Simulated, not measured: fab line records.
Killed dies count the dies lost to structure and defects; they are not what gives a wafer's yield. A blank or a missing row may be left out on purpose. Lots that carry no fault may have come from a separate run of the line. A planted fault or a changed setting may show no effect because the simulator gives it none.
One fault through the eyes of 2 desks :: flow berkeleyCmos170 :: numbers are kept per desk, each desk with only its own; the story behind them comes last

AT THE METROLOGY DESK
What the gauges read, lot by lot, whatever tool the lot ran on: means of the sampled wafers that have a number. Any lot whose mean is over 4 standard deviations away from the usual mean is out of limits and marked OUT; that distance is given in the brackets.
Columns: A = INCOMING_BOW at UCB170_START_BOW_MEAS_00, usual 0 um; B = PLDD_TW at UCB170_PLDD_TW_MEAS_11, usual 1011; C = PLDD_RS at UCB170_SDANNEAL_RS_MEAS_04, usual 1032.9 ohm/sq
lot: L991
first seen here: day 1 10:00
A: -2
B: 1014
C: 1031.5

lot: L992
first seen here: day 1 15:00
A: 1
B: 1014
C: 1028.8

lot: L994
first seen here: day 2 01:01
A: 3
B: 1018
C: 1026.8

lot: L996
first seen here: day 2 11:00
A: -5
B: 959 (-7.5) OUT
C: 1051.3 (+6.4) OUT

lot: L998
first seen here: day 2 21:00
A: -7
B: 950 (-8.8) OUT
C: 1052.9 (+6.9) OUT

lot: L101
first seen here: day 3 12:01
A: -3
B: 1017
C: 1032.2

lot: L105
first seen here: day 4 08:00
A: -3
B: 1014
C: 1034.7

lot: L106
first seen here: day 4 13:00
A: 3
B: 999
C: 1032.5

lot: L109
first seen here: day 5 04:00
A: 4
B: 1021
C: 1034.8

lot: L111
first seen here: day 5 14:00
A: 4
B: 1010
C: 1035.4

lot: L112
first seen here: day 5 19:04
A: -1
B: 1007
C: 1034.2

lot: L113
first seen here: day 6 00:01
A: -3
B: 1004
C: 1033.3

lot: L114
first seen here: day 6 05:00
A: 3
B: 1013
C: 1033.5
This desk's finding: out of limits on L996, L998; first on L996, day 7 13:31 (PLDD_TW at UCB170_PLDD_TW_MEAS_11). L991, L992, L994, L101, L105, L106, L109, L111, L112, L113, L114: within limits.

FOR THE TOOL OWNER'S DESK: implanter-01
UCB170_PLDD_IMPLANT_08, tool's own readings: per-lot mean of the sampled wafers with a number, covering each lot this tool ran. Any lot whose mean is over 4 standard deviations away from the usual mean is out of limits and marked OUT; that distance is given in the brackets.
Columns: A = beamEnergyKeV at UCB170_PLDD_IMPLANT_08, usual 9.9998; B = beamOnS at UCB170_PLDD_IMPLANT_08, usual 10.15 s; C = faradayCurrentUA at UCB170_PLDD_IMPLANT_08, usual 156
lot: L994
first seen here: day 6 08:45
A: 10.0003
B: 10.27
C: 155

lot: L992
first seen here: day 6 09:08
A: 9.9983
B: 10.17
C: 156

lot: L996
first seen here: day 7 13:07
A: 6.4979 (-99 or more) OUT
B: 19.33 (+33) OUT
C: 82 (-18) OUT

lot: L998
first seen here: day 7 16:09
A: 6.5016 (-99 or more) OUT
B: 18.99 (+32) OUT
C: 84 (-17) OUT

lot: L112
first seen here: day 10 11:53
A: 10.0009
B: 10.01
C: 159
This desk finds L996, L998 out of limits, L996 being first, at day 7 13:07 (beamEnergyKeV at UCB170_PLDD_IMPLANT_08). L994, L992, L112: within limits.

TAKEN TOGETHER
At day 7 13:07, on L996, L998, the tool owner's desk was in a position to raise an alarm.
At day 7 13:31 the metrology desk could have sounded an alarm, on L996, L998.
Every lot named ran UCB170_PLDD_IMPLANT_08 on implanter-01.

WHAT THE SIMULATOR HAD INSERTED
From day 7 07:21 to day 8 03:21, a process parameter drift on implanter-01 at UCB170_PLDD_IMPLANT_08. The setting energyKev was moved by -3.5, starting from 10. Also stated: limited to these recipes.
Struck lots among those shown: L996, L998.
Hours from the fault's start to each desk's first reading out of limits: the tool owner's desk, 6; the metrology desk, 6.
